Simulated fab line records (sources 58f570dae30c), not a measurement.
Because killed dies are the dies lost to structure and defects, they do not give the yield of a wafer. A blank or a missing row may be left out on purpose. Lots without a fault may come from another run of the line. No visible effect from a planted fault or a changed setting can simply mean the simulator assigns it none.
Problem report, 8D (eight disciplines) form, completed by code    flow berkeley cmos170    the parts of the form that need people (team, actions taken, sign-off) are left out

1. WHAT WENT WRONG
Wafers without a fault read 15.37 s with a standard deviation of 0.1, while strip time to endpoint s at UCB170_V2_STRIP_15 averages 14.76 s across 3 wafers of 1 lot. Measured from the usual mean, that is -6.1 standard deviations.
The step: strips in O2.
Earliest sighting: wafer L606.1 on plasma asher-04 at day 10 16:48. At this step, 39 wafers from 13 lots have a number in the record. The rule behind "out" and "out of limits": a value lying over 4 standard deviations away from the usual mean. The other wafers with a number count as sound.

2. WHAT IT IS, AND WHAT IT ISN'T
question                     is                        is not
which readings at this step  strip time to endpoint s  drypump motor current A, oes product au
which lots                   L606                      L597, L598, L599, L600, L607, L610, L611, L612, L613, L614, L616, L620
which wafers of those lots   all that have a number    -
read on which tools          plasma asher-04           plasma asher-01, plasma asher-02
when                         from day 10 16:48         up to then (12 sound wafers); but 24 sound wafers of L607, L610, L611, L612, L613, L614, L616, L620 came after

3. SUSPECTS, AND WHAT RULES EACH OUT
Counting: any tool at a process step up to the reading is kept as a suspect provided that every lot that is out went through it and no sound lot did after the first of them.
- rie diel-03 at UCB170_V2_ETCH_14 (etches SiO2 in CHF3/CF4/Ar, stops on Al, target depth 1250 nm, time 291 s): kept. It ran the lot that is out, L606 (day 10 16:32), and no sound lot after that; its last sound lot up to then is L600 (day 8 22:47).
- plasma asher-04 at UCB170_V2_STRIP_15 (strips in O2): ruled out as a lasting fault. The sound lots L607, L610, L611, L613, L616 went through it after L606, its earliest lot that is out (day 10 16:48).
After counting, what remains is rie diel-03 at UCB170_V2_ETCH_14.

4. THE CAUSE (what the simulator had put in)
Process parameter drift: rie diel-03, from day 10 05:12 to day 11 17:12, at UCB170_V2_ETCH_14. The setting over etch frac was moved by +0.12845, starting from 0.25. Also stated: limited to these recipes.
Only this tool survived the counting.

5. THE EFFECT CHAIN, in route order
Each row: a reading whose mean over the struck wafers that have a number lies more than 3 standard deviations from the usual. Scope: only readings with a usual standard deviation given in the record; hours: median across lots of the time from each lot's start at the first step in this table that gives one to its start at this step; sigmas: change in usual standard deviations.
hours  step                reading                   usual    on struck wafers  change  sigmas
0      UCB170_V2_STRIP_15  strip time to endpoint s  15.37 s  14.76             -0.61   -6.1
The process steps in it:
- UCB170_V2_STRIP_15: strips in O2.

6. HOW IT WOULD HAVE BEEN CAUGHT EARLIER
12 hours passed between the start of the fault at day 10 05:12 and the first reading out of limits in this record, taken at day 10 16:48.
An alarm limit of 4 standard deviations would not have fired on the tool readings at UCB170_V2_ETCH_14 for which the record gives a usual standard deviation, since none of them was out on any struck wafer.
All the lots that are out (1) had begun UCB170_V2_ETCH_14 on rie diel-03 by day 10 16:48. A hold on the tool at that time would have spared none of them.
